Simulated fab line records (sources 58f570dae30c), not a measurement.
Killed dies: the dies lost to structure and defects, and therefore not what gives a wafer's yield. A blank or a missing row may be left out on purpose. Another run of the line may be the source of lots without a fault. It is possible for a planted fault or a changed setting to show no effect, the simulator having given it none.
Tool commonality check + flow berkeley_cmos170 + Lots sampled 13, wafers sampled 42

== WHAT PROMPTED THE OPENING ==
At UCB170_PWELL_TW_MEAS_17 the reading PWELL_TW is flagged on 1 of 13 lots. Fault-free wafers read 378, with a standard deviation of 3.7.
Rule: a lot gets a flag if all its wafers with a number sit over 4 standard deviations from that mean, or if no wafer of it has a number. All remaining lots are regarded as sound.

| lot  | measured    | on            | PWELL_TW, wafer by wafer | flag    |
|------|-------------|---------------|--------------------------|---------|
| L319 | day 2 23:28 | film_metro-03 | 381 380 379              |         |
| L321 | day 3 14:28 | film_metro-03 | 376 379 380              |         |
| L323 | day 4 01:12 | film_metro-03 | 380 379 379              |         |
| L324 | day 4 07:07 | film_metro-01 | 372 372 370              |         |
| L328 | day 4 15:52 | film_metro-04 | 380 376 377              |         |
| L326 | day 4 16:02 | film_metro-03 | 380 380 378              |         |
| L327 | day 4 16:18 | film_metro-04 | 30 30 30 30 30 30        | FLAGGED |
| L338 | day 6 23:49 | film_metro-04 | 376 376 376              |         |
| L337 | day 7 03:27 | film_metro-01 | 370 371 371              |         |
| L339 | day 7 03:40 | film_metro-04 | 384 384 384              |         |
| L341 | day 7 09:49 | film_metro-03 | 381 381 379              |         |
| L340 | day 7 11:40 | film_metro-03 | 379 382 381              |         |
| L342 | day 7 18:45 | film_metro-03 | 381 381 379              |         |
On average the flagged lots' numbers are 30, which is -348 against the usual, or -94 standard deviations.

== TOOL THAT RAN EACH LOT ==
The record holds 1 process step before the reading, out of a route of 331 steps. In each cell: the tool, then ch and the chambers that the sampled wafers went through, then the start.
| lot  | flag    | UCB170_PWELL_EXPOSE_10           |
|------|---------|----------------------------------|
| L319 |         | krf_scanner-02 ch 0, day 2 22:41 |
| L321 |         | krf_scanner-02 ch 0, day 3 13:42 |
| L323 |         | krf_scanner-01 ch 0, day 4 00:14 |
| L324 |         | krf_scanner-02 ch 0, day 4 06:21 |
| L328 |         | krf_scanner-02 ch 0, day 4 14:46 |
| L326 |         | krf_scanner-01 ch 0, day 4 15:01 |
| L327 | FLAGGED | krf_scanner-02 ch 0, day 4 15:22 |
| L338 |         | krf_scanner-02 ch 0, day 6 23:02 |
| L337 |         | krf_scanner-01 ch 0, day 7 02:41 |
| L339 |         | krf_scanner-01 ch 0, day 7 02:48 |
| L341 |         | krf_scanner-02 ch 0, day 7 08:35 |
| L340 |         | krf_scanner-01 ch 0, day 7 10:32 |
| L342 |         | krf_scanner-01 ch 0, day 7 17:38 |
What is done by these steps:
- UCB170_PWELL_EXPOSE_10: exposes mask PWELL, target cd 3000 nm.
- UCB170_PWELL_TW_MEAS_17

== FLAGGED AGAINST TOTAL, ONE TOOL AT A TIME (gauges that did the reading follow at the end) ==
| step                    | tool           | lots run | flagged | share of the flagged lots | sound lots run after its first flagged lot |
|-------------------------|----------------|----------|---------|---------------------------|--------------------------------------------|
| UCB170_PWELL_EXPOSE_10  | krf_scanner-01 | 6        | 0       | none                      | -                                          |
| UCB170_PWELL_EXPOSE_10  | krf_scanner-02 | 7        | 1       | all                       | 2 (L338,L341)                              |
| UCB170_PWELL_TW_MEAS_17 | film_metro-01  | 2        | 0       | none                      | -                                          |
| UCB170_PWELL_TW_MEAS_17 | film_metro-03  | 7        | 0       | none                      | -                                          |
| UCB170_PWELL_TW_MEAS_17 | film_metro-04  | 4        | 1       | all                       | 2 (L338,L339)                              |

== WHAT THE TABLE ALLOWS ==
krf_scanner-02 at UCB170_PWELL_EXPOSE_10 and film_metro-04 at UCB170_PWELL_TW_MEAS_17 are the 2 rows of the table that ran each flagged lot.
- krf_scanner-02 at UCB170_PWELL_EXPOSE_10: 1 of its 7 lots flagged. Sound lots ran on it after the first flagged one (L338, L341), which a lasting fault on the whole tool wouldn't allow.
- film_metro-04 at UCB170_PWELL_TW_MEAS_17: 1 of its 4 lots flagged. Sound lots ran on it after the first flagged one (L338, L339), which a lasting fault on the whole tool wouldn't allow.
No row of the table ran every flagged lot and no sound lot after the first.

== WHAT WAS PUT IN BY THE SIMULATOR ==
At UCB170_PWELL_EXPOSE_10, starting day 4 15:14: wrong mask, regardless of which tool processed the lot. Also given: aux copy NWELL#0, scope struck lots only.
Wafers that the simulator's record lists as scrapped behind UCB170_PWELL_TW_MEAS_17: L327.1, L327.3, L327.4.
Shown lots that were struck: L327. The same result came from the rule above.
